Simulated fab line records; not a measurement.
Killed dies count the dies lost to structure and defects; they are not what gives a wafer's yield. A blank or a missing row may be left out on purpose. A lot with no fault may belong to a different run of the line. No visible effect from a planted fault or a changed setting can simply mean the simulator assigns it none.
Lot-split experiment -- flow rit_cmos -- route with 202 steps; 5 lots, 23 wafers read

## THE SPLIT ITSELF
At RIT_SILICIDE_SPUTTER_01 (material Ti, target thk 30 nm, time 240 s), the setting time_s was moved away from the recipe's 240 s on 8 of the 23 wafers read, by -15.0% to +13.5%. All remaining wafers had this setting at the recipe value.

## FROM SPLIT TO READING: 1 step shown by the file between the two
- RIT_SILICIDE_RS_MEAS_02: measures by four-point-probe

## THE READING
SILICIDE_TI_THK, in nm, at RIT_SILICIDE_THK_MEAS_03 (measures by xrf). Fault-free wafers of this fab line usually give 29.99 nm, standard deviation 0.21 nm.

wafer,"tool, chamber at the split","time_s as run, s",against the recipe,"SILICIDE_TI_THK, nm",against lot-mates on the recipe
L077.2,"pvd_sputter-04, -",240,recipe,30.10,-
L077.3,"pvd_sputter-04, -",272.3,+13.5%,34.23,+4.01
L077.4,"pvd_sputter-04, -",240,recipe,30.48,-
L077.5,"pvd_sputter-04, -",272.3,+13.5%,34.30,+4.08
L077.6,"pvd_sputter-04, -",240,recipe,30.07,-
L078.1,"pvd_sputter-03, -",240,recipe,29.76,-
L078.3,"pvd_sputter-03, -",240,recipe,29.93,-
L078.4,"pvd_sputter-03, -",240,recipe,30.02,-
L078.5,"pvd_sputter-03, -",240,recipe,30.17,-
L078.6,"pvd_sputter-03, -",240,recipe,29.78,-
L080.2,"pvd_sputter-04, -",240,recipe,30.41,-
L080.3,"pvd_sputter-04, -",260.5,+8.5%,32.39,+2.02
L080.4,"pvd_sputter-04, -",260.5,+8.5%,32.84,+2.47
L080.5,"pvd_sputter-04, -",240,recipe,30.33,-
L080.6,"pvd_sputter-04, -",260.5,+8.5%,32.60,+2.23
L081.1,"pvd_sputter-02, -",204.1,-15.0%,25.61,-4.16
L081.2,"pvd_sputter-02, -",240,recipe,29.59,-
L081.3,"pvd_sputter-02, -",204.1,-15.0%,25.28,-4.49
L081.4,"pvd_sputter-02, -",240,recipe,29.95,-
L081.6,"pvd_sputter-02, -",204.1,-15.0%,25.39,-4.38
L083.4,"pvd_sputter-02, -",240,recipe,29.81,-
L083.5,"pvd_sputter-02, -",240,recipe,30.09,-
L083.6,"pvd_sputter-02, -",240,recipe,30.05,-

THE FIT
A straight line over all 23 wafers: SILICIDE_TI_THK changes by +0.309 nm for each +1% of time_s; r = +1.00; the points scatter about the line by 0.22 nm.
The same after taking each lot's own level away (the mean of its wafers on the recipe; 23 wafers): +0.289 nm for each +1%; r = +1.00; scatter 0.18 nm.
Per that fit: largest time_s move, reading shift of 4.3 nm.
From 29.770 to 30.370 nm: that is the span of the lots' own levels, equal to 2.9 times the standard deviation above.
So the lot-to-lot level changes the slope little: the two slopes agree.
Check: -4.39 nm against its lot-mates is what the line predicts for one of the wafers moved furthest among these (-15.0%) when that wafer is left out of the fit. Against them it came out at -4.16 nm.

## ADDITIONAL SPLITS CARRIED BY THESE WAFERS
Other splits were also applied to these wafers ahead of the reading. Each is held against what the fit with the lots' levels taken away leaves over:
other split on the same wafers,wafers away from the commonest value,r with SILICIDE_TI_THK (lot level and that fit taken away)
RIT_GATE_COAT_11 spin_rpm,5,-0.11
RIT_GATE_ETCH_19 time_s,9,+0.21
RIT_NLDD_COAT_01 spin_rpm,7,-0.09
RIT_NLDD_IMPLANT_08 energy_kev,8,-0.20
RIT_NSD_COAT_01 resist_thk_nm,8,+0.25
RIT_NSD_HARDBAKE_07 temp_c,6,+0.00

## THE WHOLE CHAIN: every reading that the file lists as answering this split, in the file's order
step,what it does,reading,change (the file's fit),r (the file's)
RIT_SILICIDE_SPUTTER_01,"material Ti, target thk 30 nm, time 240 s","Ti_of_SILICIDE_SPUTTER_01.thk_nm (the simulator's own value, which no gauge read)",+0.29 nm for each +1% of the setting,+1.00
RIT_SILICIDE_RS_MEAS_02,measures by four-point-probe,SILICIDE_TI_RS,-0.604 for each +1% of the setting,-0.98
RIT_SILICIDE_THK_MEAS_03,measures by xrf,SILICIDE_TI_THK,+0.29 for each +1% of the setting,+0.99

## FILE'S OWN FIT
SILICIDE_TI_THK changes by +0.29 nm for each +1% of time_s, r = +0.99.
